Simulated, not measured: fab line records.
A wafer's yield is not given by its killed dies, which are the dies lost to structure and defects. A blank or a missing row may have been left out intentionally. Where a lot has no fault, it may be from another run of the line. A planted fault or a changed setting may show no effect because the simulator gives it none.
fab line records    flow rit_cmos
record lots=15  wafers=45  last_day=7
route steps=202 shown REOX@101
lots with no fault: from the same line, run without faults
start_h: hours from the record's opening day to when the first of the lot's shown wafers began    wait_h: how many hours have passed since the lot's step before this one    " repeats the value in the row above    L1.1+2: a row that stands for several wafers    - no value, or no start given    * or withheld: withheld    < > ~ a bound
route shown NAME@n: names a module that has steps shown in the file, with the first one's number in the route    usual: the fault-free wafers' mean and standard deviation    same: alike in all rows    chamber/n: place in a boat    sites: per-site readings    _std_site: how widely they spread, as a standard deviation    _edge_site: mean of outer sites minus mean of inner sites    radius_mm: for every site, how far away it sits from the centre of the wafer    mask NAME#n: copy n    behind: the tool/chamber that last shaped the wafer    hold: why the lot went on hold/how many hours it stayed there/how the hold came to an end    device: the n, p or np transistor that did not switch    end of line: the same wafers' tests at the end of the route    for a step that has no rows: nothing shown but its recipe    killed: dies that structure and defects cost at the first sort, which is not the same as the wafer's yield    map: the dies of a wafer, with x for killed, . for not killed, _ for no die there
set.NAME: the setting the step ran with; set.NAME@STEP: the setting that earlier step ran with    model.NAME: the simulator's own value behind a step, which no gauge read
route steps across a sampled set of lots; one table per step, one row per wafer
services: when a tool's chamber went out of use (start_h, in hours from the record's first day, below 0 if earlier), for how many hours, and the reason
## steps
# step RIT_REOX_OXIDATION_03
# recipe temp_c=900  ambient=O2  target_thk_a=252  ox_time_s=5580
# usual spike_tc_centre_C=901.6/1.4  spike_tc_load_C=925/4.3  spike_tc_source_C=925.6/2  tube_center_temp_C=900.01/0.086  tube_center_temp_C_max=902.4/0.41  zone_power_source_pct=28.5/0.37
# same ox_time_s=5580
lot.wafer  tool        chamber  start_h  wait_h  spike_tc_centre_C  spike_tc_load_C  spike_tc_source_C  tube_center_temp_C  tube_center_temp_C_max  zone_power_source_pct
L645.1     furnace-03  0        48.61    0.1     903.7              925              930.8              899.95              901.9                   28.2
L645.4     "           0        "        "       905.0              924              926.6              900.09              902.1                   28.3
L645.6     "           0        "        "       902.7              924              928.0              900.12              902.8                   28.1
L646.2     furnace-04  0        52.33    0.9     901.0              918              926.5              899.97              902.8                   28.8
L646.3     "           0        "        "       901.0              917              926.9              900                 901.7                   28.9
L646.5     "           0        "        "       899.9              918              924.9              899.94              902.7                   29.1
L647.1     furnace-04  0        54.88    0.3     898.9              918              924.4              900.04              903.2                   29.2
L647.3     "           0        "        "       901.6              917              925.5              899.89              902.0                   28.8
L647.6     "           0        "        "       900.5              917              926.0              899.91              902.2                   29.1
L648.2     furnace-03  0        62.57    1.1     903.7              926              927.2              900.02              902.6                   28.3
L648.5     "           0        "        "       902.3              924              926.8              899.96              901.6                   28.2
L648.6     "           0        "        "       903.1              926              927.3              899.99              902.1                   28.6
L649.1     furnace-03  0        67.06    0.2     889.6              910              914.4              886.02              888.6                   27.7
L649.2     "           0        "        "       888.3              910              911.3              885.89              887.9                   27.6
L649.4     "           0        "        "       888.2              910              913.4              885.95              888.3                   27.2
L650.4     furnace-03  0        69.86    0.0     889.0              910              913.4              885.99              888.7                   27.3
L650.5     "           0        "        "       889.6              912              913.5              886                 888.5                   27.4
L650.6     "           0        "        "       887.5              913              914.9              886.09              888.9                   27.1
L651.4     furnace-01  0        73.78    0.0     899.8              928              924.3              900.03              901.8                   28.3
L651.5     "           0        "        "       901.3              929              922.6              900.1               903.7                   28.4
L651.6     "           0        "        "       900.0              928              923.7              899.81              902.3                   29.0
L652.2     furnace-01  0        82.05    0.3     901.1              929              923.6              899.97              902.9                   28.5
L652.3     "           0        "        "       902.3              928              924.1              900.08              901.9                   28.6
L652.4     "           0        "        "       902.9              929              924.2              900.02              902.7                   28.3
L653.2     furnace-01  0        84.60    0.7     901.3              928              924.7              899.97              901.9                   28.6
L653.5     "           0        "        "       900.7              928              922.6              900.1               902.4                   27.9
L653.6     "           0        "        "       898.9              930              923.4              899.87              901.6                   28.4
L654.1     furnace-03  0        92.05    0.9     889.2              911              912.8              885.94              887.9                   27.5
L654.2     "           0        "        "       888.7              909              913.1              885.92              888.2                   27.3
L654.4     "           0        "        "       888.3              912              912.5              886.06              888.0                   27.5
L659.2     furnace-04  0        114.46   0.8     903.2              919              924.4              900.01              902.4                   28.7
L659.3     "           0        "        "       899.9              918              925.7              899.91              901.9                   28.6
L659.4     "           0        "        "       899.9              918              925.3              899.83              901.9                   29.0
L660.3     furnace-01  0        122.05   0.9     900.5              931              922.7              899.88              901.8                   28.6
L660.5     "           0        "        "       901.3              929              921.8              899.94              902.0                   28.7
L660.6     "           0        "        "       898.9              930              926.6              900                 902.3                   28.3
L662.2     furnace-01  0        132.05   0.3     900.1              931              925.6              900.07              902.0                   28.2
L662.5     "           0        "        "       901.1              929              926.2              899.94              902.8                   28.7
L662.6     "           0        "        "       900.6              930              921.8              900.12              902.8                   28.1
L666.4     furnace-04  0        151.07   0.0     902.5              919              925.2              900.03              902.0                   29.2
L666.5     "           0        "        "       900.8              918              925.9              899.89              903.0                   28.9
L666.6     "           0        "        "       900.7              917              924.9              900.08              903.3                   29.0
L667.1     furnace-03  0        154.54   0.0     902.2              924              928.5              900.05              902.4                   27.8
L667.4     "           0        "        "       903.5              925              927.3              900.02              902.3                   28.0
L667.5     "           0        "        "       901.7              923              927.1              899.84              902.3                   28.5
# step RIT_REOX_THK_MEAS_04
# recipe reads=SiO2_of_REOX_OXIDATION_03
# usual REOX_OXIDE_THK=24.8/0.57
lot.wafer  tool           chamber  start_h  wait_h  REOX_OXIDE_THK[nm]
L645.1     film_metro-04  -        51.16    0.0     25.4
L645.4     "              -        "        "       25.7
L645.6     "              -        "        "       25.2
L646.2     film_metro-02  -        54.89    0.0     25.3
L646.3     "              -        "        "       25.8
L646.5     "              -        "        "       26.0
L647.1     film_metro-03  -        57.43    0.0     25.1
L647.3     "              -        "        "       25.3
L647.6     "              -        "        "       25.1
L648.2     film_metro-02  -        65.13    0.0     25.8
L648.5     "              -        "        "       25.8
L648.6     "              -        "        "       25.5
L649.1     film_metro-03  -        69.61    0.0     22.0
L649.2     "              -        "        "       21.8
L649.4     "              -        "        "       21.7
L650.4     film_metro-03  -        72.44    0.0     21.8
L650.5     "              -        "        "       21.9
L650.6     "              -        "        "       21.6
L651.4     film_metro-02  -        76.36    0.0     24.0
L651.5     "              -        "        "       24.2
L651.6     "              -        "        "       24.0
L652.2     film_metro-04  -        84.61    0.0     25.7
L652.3     "              -        "        "       25.8
L652.4     "              -        "        "       25.3
L653.2     film_metro-04  -        87.16    0.0     24.7
L653.5     "              -        "        "       24.6
L653.6     "              -        "        "       24.4
L654.1     film_metro-04  -        94.60    0.0     21.2
L654.2     "              -        "        "       21.1
L654.4     "              -        "        "       21.7
L659.2     film_metro-02  -        117.02   0.0     25.5
L659.3     "              -        "        "       25.5
L659.4     "              -        "        "       25.3
L660.3     film_metro-04  -        124.62   0.0     24.3
L660.5     "              -        "        "       24.9
L660.6     "              -        "        "       24.2
L662.2     film_metro-04  -        134.61   0.0     24.1
L662.5     "              -        "        "       24.4
L662.6     "              -        "        "       23.8
L666.4     film_metro-03  -        153.65   0.0     25.2
L666.5     "              -        "        "       25.1
L666.6     "              -        "        "       25.1
L667.1     film_metro-03  -        157.09   0.0     24.8
L667.4     "              -        "        "       24.9
L667.5     "              -        "        "       24.8
## services
tool        chamber  start_h  hours  kind
furnace-04  -        28.30    3.6    pm
furnace-03  -        132.80   3.2    pm
## key
first_sign step=RIT_REOX_OXIDATION_03  reading=tube_center_temp_C  direction=down  sigmas=99+  usual=*  struck=*
effect step=RIT_REOX_OXIDATION_03  reading=tube_center_temp_C_max  direction=down  sigmas=34  usual=*  struck=*
effect step=RIT_REOX_THK_MEAS_04  reading=REOX_OXIDE_THK  direction=down  sigmas=5.6  usual=24.8  struck=21.6
met_at RIT_REOX_OXIDATION_03
struck_lots L649,L650,L654
tester_left_out L649,L650,L654
fault kind=process_parameter_drift  tool=furnace-03  chamber=-  onset_h=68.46  steps=RIT_REOX_OXIDATION_03  channel=temp_c  offset=*  shape=step  end_h=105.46  acts_in=*  stated=*
# tester_left_out: of these lots the tester's yield and bins aren't shown, on N5 and GAA mostly nor the transistor test; their killed dies are dies lost to structure and defects alone, not to doping, threshold or leakage, so they don't give the yield
